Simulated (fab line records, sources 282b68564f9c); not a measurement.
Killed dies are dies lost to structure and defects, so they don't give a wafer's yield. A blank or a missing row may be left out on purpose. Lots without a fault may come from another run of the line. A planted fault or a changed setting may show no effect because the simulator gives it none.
A struck lot beside a sound one | flow rit_cmos | 39 steps out of a route of 202
Sound: wafers L154.1, L154.2, L154.3. Struck: wafers L157.1, L157.3, L157.4. The cause comes at the end.
At each step with rows: each side's tool, then ch and its chambers, then its first start. Under that, the readings that differ: sound wafers | struck wafers | difference of the means | sigmas: that difference in standard deviations of wafers without a fault.
alike: readings whose means differ by less than 2 such deviations, and words and numbers that are the same on both sides. not compared: withheld readings, readings that some wafer has no value for, bounds like >300 that may hide the same value, and numbers for which the record gives no deviation and whose values overlap.
The two part at a step that has a row with sigmas, a row that says differs or no value, or rows on one side only. Numbers that don't overlap but have no deviation are shown without sigmas and don't part them. A reading that every wafer of one side lacks parts them only if that side has two wafers or more.

first, 3 steps without rows for these wafers: RIT_GATE_EXPOSE_13 (exposes mask M6, target cd 150 nm); RIT_GATE_PEB_14; RIT_GATE_DEVELOP_15 (develop time 50 s).
RIT_GATE_CD_MEAS_16: target cd 150 nm.
  sound on cd_sem-01, day 3 12:17; struck on cd_sem-01, day 4 08:26
  alike: cd_nm
RIT_GATE_OVL_MEAS_17:
  sound on overlay-02, day 3 12:25; struck on overlay-02, day 4 08:33
  reading       | sound       | struck         | difference | sigmas
  GATE_OVL (nm) | 0.8 2.2 2.9 | -0.4 -0.2 -2.0 | -2.8       | -2
then, 1 step without rows for these wafers: RIT_GATE_HARDBAKE_18 (time 60 s).
RIT_GATE_ETCH_19: etches poly-Si in SF6/CHF3/O2, stops on SiO2, time 165 s, target depth 312.5 nm.
  sound on rie_si-02 ch 1,2,3, day 3 12:35; struck on rie_si-01 ch 0,2,3, day 4 08:44
  alike: drypump_motor_current_A, oes_product_au, rf_fwd_power_W, throttle_valve_pct
  not compared: rf_hours_counter_h
RIT_GATE_STRIP_20: strips in O2, time 180 s.
  sound on plasma_asher-03 ch 0,1, day 3 12:42; struck on plasma_asher-01 ch 0,1, day 4 08:50
  alike: drypump_motor_current_A
  not compared: rf_hours_counter_h
RIT_GATE_CD_MEAS_90: target cd 150 nm.
  sound on cd_sem-01, day 3 12:53; struck on cd_sem-02, day 4 09:01
  alike: cd_nm
then, 3 steps without rows for these wafers: RIT_REOX_CLEAN_00 (cleans in SC1, time 600 s); RIT_REOX_CLEAN_01 (cleans in dHF, time 30 s); RIT_REOX_CLEAN_02 (cleans in SC2, time 600 s).
RIT_REOX_OXIDATION_03: target thk 25.2 nm, ox time 5580 s.
  sound on furnace-01 ch 0, day 3 15:33; struck on furnace-03 ch 0, day 4 09:39
  reading                                     | sound                | struck               | difference | sigmas
  spike_tc_centre_C (C)                       | 903.2 901.9 902.7    | 878.6 878.4 877.1    | -24.6      | -20
  spike_tc_load_C (C)                         | 924.1 923.6 924.2    | 901.3 901.1 901.1    | -22.8      | -14
  spike_tc_source_C (C)                       | 924.0 923.1 922.4    | 895.0 892.4 894.7    | -29.1      | -12
  tube_center_temp_C (C)                      | 900.04 899.83 899.91 | 875.02 874.87 875.06 | -24.94     | -99 or more
  tube_center_temp_C_max                      | 902.5 902.1 901.6    | 877.1 876.7 878.1    | -24.8      | -65
  model.SiO2_of_REOX_OXIDATION_03.thk_nm (nm) | 25.28 25.74 25.65    | 19.93 19.75 20.19    | -5.60      |
RIT_REOX_THK_MEAS_04:
  sound on film_metro-03, day 3 18:05; struck on film_metro-01, day 4 12:12
  reading             | sound          | struck         | difference | sigmas
  REOX_OXIDE_THK (nm) | 25.3 25.7 25.6 | 19.9 19.7 20.1 | -5.6       | -11
then, 6 steps without rows for these wafers: RIT_NLDD_HMDS_00 (prime time 60 s); RIT_NLDD_COAT_01 (resist thk 1000 nm); RIT_NLDD_SOFTBAKE_02 (time 60 s); RIT_NLDD_EXPOSE_03 (exposes mask M7, target cd 40700 nm); RIT_NLDD_PEB_04; RIT_NLDD_DEVELOP_05 (develop time 50 s).
RIT_NLDD_OVL_MEAS_06:
  sound on overlay-02, day 3 19:08; struck on overlay-01, day 4 13:07
  alike: NLDD_OVL
then, 2 steps without rows for these wafers: RIT_NLDD_HARDBAKE_07 (time 60 s); RIT_NLDD_IMPLANT_08.
RIT_NLDD_STRIP_09: strips in O2, time 180 s.
  sound on plasma_asher-04 ch 0,1, day 3 19:28; struck on plasma_asher-02 ch 0,1, day 4 13:27
  alike: drypump_motor_current_A
  not compared: rf_hours_counter_h
RIT_NLDD_TW_MEAS_10:
  sound on film_metro-01, day 3 19:38; struck on film_metro-02, day 4 13:37
  alike: NLDD_TW
then, 6 steps without rows for these wafers: RIT_PLDD_HMDS_00 (prime time 60 s); RIT_PLDD_COAT_01 (resist thk 1000 nm); RIT_PLDD_SOFTBAKE_02 (time 60 s); RIT_PLDD_EXPOSE_03 (exposes mask M8, target cd 40900 nm); RIT_PLDD_PEB_04; RIT_PLDD_DEVELOP_05 (develop time 50 s).
RIT_PLDD_OVL_MEAS_06:
  sound on overlay-02, day 3 20:45; struck on overlay-01, day 4 14:32
  alike: PLDD_OVL
then, 2 steps without rows for these wafers: RIT_PLDD_HARDBAKE_07 (time 60 s); RIT_PLDD_IMPLANT_08.
RIT_PLDD_STRIP_09: strips in O2, time 180 s.
  sound on plasma_asher-04 ch 0,1, day 3 21:05; struck on plasma_asher-04 ch 0,1, day 4 14:52
  alike: drypump_motor_current_A
  not compared: rf_hours_counter_h
RIT_PLDD_TW_MEAS_10:
  sound on film_metro-03, day 3 21:16; struck on film_metro-03, day 4 15:03
  alike: PLDD_TW
RIT_SPACER_CLEAN_00: cleans in SC1, time 600 s.
  sound on wet_bench-03 ch 3, day 3 21:19; struck on wet_bench-03 ch 2, day 4 15:07
  reading                                     | sound             | struck           | difference | sigmas
  model.SiO2_of_REOX_OXIDATION_03.thk_nm (nm) | 23.34 23.77 23.69 | 18.4 18.24 18.65 | -5.2       |
then, 1 step without rows for these wafers: RIT_SPACER_CLEAN_01 (cleans in dHF, time 30 s).
RIT_M1_PROBE_99:
  sound on prober-02, day 4 10:57; struck on prober-01, day 5 05:24
  reading                             | sound             | struck            | difference | sigmas
  model.etest.pmos_turned.r_on_ohm_um | 3586 3669 3576    | 2938 2853 2877    | -721       |
  model.etest.pmos_0p3.r_on_ohm_um    | 6338 6372 6417    | 6045 5931 6007    | -381       |
  model.etest.pmos_0p15.r_on_ohm_um   | 2882 2912 2854    | 2456 2366 2421    | -468       |
  model.etest.pldd.rs_ohm_sq          | 539.9 560.7 561.9 | 340.2 336.5 347   | -212.9     |
  model.etest.nmos_0p15.r_on_ohm_um   | 1140 1143 1109    | 1057 1014 1054    | -89        |
  model.etest.nmos_0p3.r_on_ohm_um    | 2138 2121 2128    | 2099 2078 2088    | -41        |
  model.etest.nldd.rs_ohm_sq          | 364.2 373 375.1   | 295.4 296.6 299.9 | -73.5      |
  model.etest.nmos_turned.drive_ua_um | 336.7 326.4 332.7 | 399.2 406.6 404.6 | +71.5      |
  alike: killed_at_contacts, killed_at_front_end, killed_dies, killed_on_rim, killed_open, killed_short

WHERE THEY PART
First at RIT_GATE_OVL_MEAS_17; last, within this record, at RIT_REOX_THK_MEAS_04. Later steps at which nothing parts them and some readings are alike: RIT_NLDD_OVL_MEAS_06, RIT_NLDD_STRIP_09, RIT_NLDD_TW_MEAS_10, RIT_PLDD_OVL_MEAS_06, RIT_PLDD_STRIP_09, RIT_PLDD_TW_MEAS_10, RIT_M1_PROBE_99.

WHY: what the simulator had put in
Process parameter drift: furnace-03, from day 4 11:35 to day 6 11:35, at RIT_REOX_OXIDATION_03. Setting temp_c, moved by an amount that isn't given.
